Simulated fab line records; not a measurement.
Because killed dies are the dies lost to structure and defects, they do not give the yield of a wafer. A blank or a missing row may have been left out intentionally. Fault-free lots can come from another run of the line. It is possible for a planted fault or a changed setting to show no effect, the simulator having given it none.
2 desks looking at one fault || flow berkeley-cmos170 || each desk holds nothing but its own numbers, with what lay behind them at the end

== FOR THE TOOL OWNER'S DESK: furnace-02 ==
The tool's own readings at UCB170_ACTIVE_OXIDATION_02 (target thk 26.4 nm, ox time 1260 s): means of the sampled wafers that have a number, for each lot that ran on this tool. If a lot's mean is further than 4 standard deviations from the usual mean, the lot is out of limits and carries the mark OUT (the distance appears in the brackets).
Columns: A = ox-temp-c-max at UCB170_ACTIVE_OXIDATION_02, usual 1005.1; B = spike-tc-source-C at UCB170_ACTIVE_OXIDATION_02, usual 1021.3 C
{"lot": "L571", "first seen here": "day 6 22:31", "A": 1006.1, "B": 1022.5}
{"lot": "L573", "first seen here": "day 6 22:31", "A": 1005.3, "B": 1021.6}
{"lot": "L574", "first seen here": "day 6 22:31", "A": 1005.5, "B": 1022.4}
{"lot": "L575", "first seen here": "day 6 22:31", "A": 1006.5, "B": 1021.8}
{"lot": "L576", "first seen here": "day 6 22:31", "A": 1005.5, "B": 1022.0}
{"lot": "L583", "first seen here": "day 8 13:49", "A": 1005.0, "B": 1022.6}
{"lot": "L584", "first seen here": "day 8 13:49", "A": 1004.4, "B": 1022.1}
This desk's finding: nothing out of limits on any of the 7 lots.

== FROM THE METROLOGY DESK ==
What the gauges read for every lot (on any tool): the sampled wafers with a number, averaged. If a lot's mean is further than 4 standard deviations from the usual mean, the lot is out of limits and carries the mark OUT (the distance appears in the brackets).
Columns: A = PWELL_OVL at UCB170_PWELL_OVL_MEAS_13, usual 2 nm; B = ACTIVE_OXIDE_THK at UCB170_ACTIVE_THK_MEAS_03, usual 26.6 nm; C = cd-nm at UCB170_ACTIVE_CD_MEAS_13, usual 1200.2 nm
{"lot": "L563", "first seen here": "day 3 08:52", "A": -8, "B": 27.0, "C": 1200.1}
{"lot": "L564", "first seen here": "day 3 18:46", "A": 2, "B": 27.1, "C": 1202.1}
{"lot": "L566", "first seen here": "day 4 04:14", "A": 8, "B": 26.2, "C": 1201.0}
{"lot": "L567", "first seen here": "day 4 15:25", "A": -3, "B": 26.7, "C": 1199.4}
{"lot": "L569", "first seen here": "day 4 15:39", "A": 3, "B": 26.3, "C": 1198.9}
{"lot": "L568", "first seen here": "day 4 15:46", "A": 5, "B": 26.7, "C": 1200.3}
{"lot": "L570", "first seen here": "day 5 16:11", "A": -0, "B": 26.7, "C": 1199.9}
{"lot": "L573", "first seen here": "day 5 22:35", "A": -1, "B": 27.0, "C": 1199.7}
{"lot": "L571", "first seen here": "day 5 22:47", "A": 11, "B": 26.3, "C": 1199.3}
{"lot": "L574", "first seen here": "day 6 02:01", "A": -4, "B": 26.2, "C": 1201.7}
{"lot": "L575", "first seen here": "day 6 02:17", "A": 9, "B": 26.7, "C": 1200.8}
{"lot": "L576", "first seen here": "day 6 02:29", "A": 4, "B": 26.5, "C": 1202.5}
{"lot": "L583", "first seen here": "day 7 08:13", "A": -1, "B": "14.0 (-29) OUT", "C": 1198.5}
{"lot": "L584", "first seen here": "day 7 08:29", "A": -4, "B": "12.5 (-32) OUT", "C": 1199.8}
This desk's result: L583, L584 out of limits, first on L583 (ACTIVE_OXIDE_THK at UCB170_ACTIVE_THK_MEAS_03), day 8 15:10. Within limits: L563, L564, L566, L567, L569, L568, L570, L573, L571, L574, L575, L576.

== BROUGHT TOGETHER ==
Metrology desk: alarm possible at day 8 15:10 on L583, L584.
The tool owner's desk saw nothing out of limits.
The tool owner's desk has L583, L584 on record, within its limits.
Of the lots named, all ran UCB170_ACTIVE_OXIDATION_02 on furnace-02.

== WHAT HAD BEEN PUT IN BY THE SIMULATOR ==
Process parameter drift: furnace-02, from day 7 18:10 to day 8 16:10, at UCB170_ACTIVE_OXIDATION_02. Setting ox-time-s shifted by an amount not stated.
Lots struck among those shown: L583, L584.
Per desk, hours elapsed from the start of the fault to the first reading out of limits: for the metrology desk, 21.
